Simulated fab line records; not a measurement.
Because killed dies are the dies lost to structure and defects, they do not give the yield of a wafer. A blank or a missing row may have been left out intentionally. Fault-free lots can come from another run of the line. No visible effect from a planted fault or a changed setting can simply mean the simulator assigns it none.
Shared-tool check ; flow rit-cmos ; Sample size 10 lots and 30 wafers

== WHY IT WAS OPENED ==
Of 10 lots, 2 have the reading GATE_POLY_THK flagged at RIT_GATE_THK_MEAS_09. No-fault wafers: 248.6 nm, standard deviation 2.4.
Rule: a lot is flagged when every wafer of it that has a number lies more than 4 standard deviations from that mean, or none has a number. The other lots count as sound.

lot;measured;on;GATE_POLY_THK (nm), wafer by wafer;flag
L368;day 2 15:23;film-metro-04;244.4 245.4 243.1;
L369;day 2 18:24;film-metro-01;250.1 247.7 246.1;
L370;day 2 22:08;film-metro-03;247.3 247.1 247.6;
L377;day 4 12:49;film-metro-03;395.5 395.6 397.4;FLAGGED
L379;day 4 22:13;film-metro-01;401.2 402.1 402.4;FLAGGED
L381;day 5 08:17;film-metro-01;244.7 245.7 248.1;
L382;day 5 12:20;film-metro-03;252.9 252.7 250.3;
L383;day 5 15:22;film-metro-04;250.0 248.9 248.7;
L386;day 6 06:56;film-metro-01;248.5 250.2 249.1;
L389;day 6 22:13;film-metro-03;251.3 249.9 249.8;
The numbers of the flagged lots are 399.0 nm on average: +150.4 nm against the usual, or +63 standard deviations.

== WHICH TOOL EACH LOT WENT THROUGH ==
The record holds 1 process step before the reading, out of a route of 202 steps. Each cell gives the tool, then ch followed by the chambers the sampled wafers passed through, then the start.
lot;flag;RIT_GATE_CVD_08
L368;;lpcvd-02 ch 0, day 2 12:58
L369;;lpcvd-02 ch 0, day 2 16:47
L370;;lpcvd-01 ch 0, day 2 20:31
L377;FLAGGED;lpcvd-01 ch 0, day 4 11:11
L379;FLAGGED;lpcvd-01 ch 0, day 4 19:48
L381;;lpcvd-01 ch 1, day 5 06:39
L382;;lpcvd-02 ch 0, day 5 09:53
L383;;lpcvd-01 ch 1, day 5 13:45
L386;;lpcvd-02 ch 0, day 6 05:19
L389;;lpcvd-02 ch 0, day 6 20:35
What the steps here do:
- RIT_GATE_CVD_08: deposits poly-Si from SiH4, target thk 250 nm, time 2220 s.
- RIT_GATE_THK_MEAS_09

== FLAGGED AGAINST TOTAL, ONE TOOL AT A TIME (gauges that did the reading follow at the end) ==
step;tool;lots run;flagged;share of the flagged lots;sound lots run after its first flagged lot
RIT_GATE_CVD_08;lpcvd-01;5;2;all;2 (L381,L383)
RIT_GATE_CVD_08;lpcvd-02;5;0;none;-
RIT_GATE_THK_MEAS_09;film-metro-01;4;1;some;2 (L381,L386)
RIT_GATE_THK_MEAS_09;film-metro-03;4;1;some;2 (L382,L389)
RIT_GATE_THK_MEAS_09;film-metro-04;2;0;none;-

== WHAT IS ALLOWED BY THE TABLE ==
1 row of the table ran every flagged lot: lpcvd-01 at RIT_GATE_CVD_08.
- lpcvd-01 at RIT_GATE_CVD_08 ran 5 lots, 2 of them flagged. Sound lots ran on it after the first flagged one (L381, L383), which a lasting fault on the whole tool wouldn't allow.
No row of the table ran every flagged lot and no sound lot after the first.

== WHAT HAD BEEN PUT IN BY THE SIMULATOR ==
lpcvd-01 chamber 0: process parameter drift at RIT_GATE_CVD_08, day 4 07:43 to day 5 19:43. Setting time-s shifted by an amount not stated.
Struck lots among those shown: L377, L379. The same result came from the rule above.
